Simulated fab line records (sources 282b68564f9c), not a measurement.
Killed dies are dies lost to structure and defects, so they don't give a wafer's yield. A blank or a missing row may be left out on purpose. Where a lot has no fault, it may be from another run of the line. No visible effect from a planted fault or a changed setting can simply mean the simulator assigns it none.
Split-lot experiment	flow rit cmos	23 wafers read from 5 lots, route of 202 steps

THE SPLIT
At RIT_M1_DEVELOP_08 (develop time 68 s), the setting develop time s was moved away from the recipe's 68 s on 7 of the 23 wafers read, by -13.4% to -4.5%. For the rest of the wafers, this setting stayed at what the recipe calls for.

FROM THE SPLIT TO THE READING: what the file shows between them, 5 steps
- RIT_M1_CD_MEAS_09: target cd 2600 nm
- RIT_M1_HARDBAKE_11: time 120 s
- RIT_M1_METAL_ETCH_12: etches Al in Cl2/BCl3, stops on SiO2, time 165 s, target depth 600 nm
- RIT_M1_STRIP_13: strips in nmp, time 600 s
- RIT_M1_STRIP_14: strips in O2, time 180 s

THE READING
Shown in nm: cd nm at RIT_M1_CD_MEAS_90, with target cd 2600 nm. On this fab line, fault-free wafers typically give 2600 nm with a standard deviation of 3.2 nm.

wafer	tool, chamber at the split	develop time s as run, s	against the recipe	cd nm, nm	against lot-mates on the recipe
L075.1	litho track-02, 0	68	recipe	2597	-
L075.2	litho track-02, 0	58.91	-13.4%	2613	+14
L075.3	litho track-02, 0	68	recipe	2599	-
L075.5	litho track-02, 0	58.91	-13.4%	2611	+12
L075.6	litho track-02, 0	68	recipe	2600	-
L076.1	litho track-04, 0	68	recipe	2601	-
L076.2	litho track-04, 0	68	recipe	2597	-
L076.4	litho track-04, 0	68	recipe	2600	-
L076.5	litho track-04, 0	64.96	-4.5%	2601	+2
L076.6	litho track-04, 0	64.96	-4.5%	2605	+6
L077.1	litho track-03, 0	68	recipe	2603	-
L077.2	litho track-03, 0	68	recipe	2603	-
L077.4	litho track-03, 0	68	recipe	2604	-
L077.5	litho track-03, 0	68	recipe	2602	-
L077.6	litho track-03, 0	68	recipe	2602	-
L081.1	litho track-02, 0	60.31	-11.3%	2611	+12
L081.3	litho track-02, 0	68	recipe	2600	-
L081.4	litho track-02, 0	60.31	-11.3%	2609	+10
L081.5	litho track-02, 0	60.31	-11.3%	2613	+14
L081.6	litho track-02, 0	68	recipe	2597	-
L082.1	litho track-03, 0	68	recipe	2600	-
L082.4	litho track-03, 0	68	recipe	2601	-
L082.6	litho track-03, 0	68	recipe	2600	-

FIT RESULTS
A straight line over all 23 wafers: cd nm changes by -0.898 nm for each +1% of develop time s; r = -0.91; the points scatter about the line by 2.1 nm.
The same after taking each lot's own level away (the mean of its wafers on the recipe; 23 wafers): -1.05 nm for each +1%; r = -0.97; scatter 1.4 nm.
That fit puts the effect of the largest move of develop time s on the reading at 14 nm.
The span of the lots' own levels, 2598.5 to 2602.8 nm, comes to 1.3 times the standard deviation stated above.
In other words, the slope is changed by the lot-to-lot level; the two fits disagree.
Check: for one of the wafers moved furthest among these (-13.4%), held out of the fit, the line's prediction against its lot-mates is +13.8 nm. It came out at +14.3 nm against them.

OTHER SPLITS APPLIED TO THESE WAFERS
Before the reading, these wafers also passed through other splits. Each is held against what the fit with the lots' levels taken away leaves over:
other split on the same wafers	wafers away from the commonest value	r with cd nm (lot level and that fit taken away)
RIT_M1_SPUTTER_00 power w	10	-0.14

THE WHOLE CHAIN: every reading that the file lists as answering this split, in the file's order
step	what it does	reading	change (the file's fit)	r (the file's)
RIT_M1_CD_MEAS_09	target cd 2600 nm	cd nm	-1.05 nm for each +1% of the setting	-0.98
RIT_M1_METAL_ETCH_12	etches Al in Cl2/BCl3, stops on SiO2, time 165 s, target depth 600 nm	M1.cd nm (the simulator's own value, which no gauge read)	-1.04 nm for each +1% of the setting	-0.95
RIT_M1_CD_MEAS_90	target cd 2600 nm	cd nm	-1.01 nm for each +1% of the setting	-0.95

FILE'S OWN FIT
cd nm changes by -1.01 nm for each +1% of develop time s, r = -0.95.
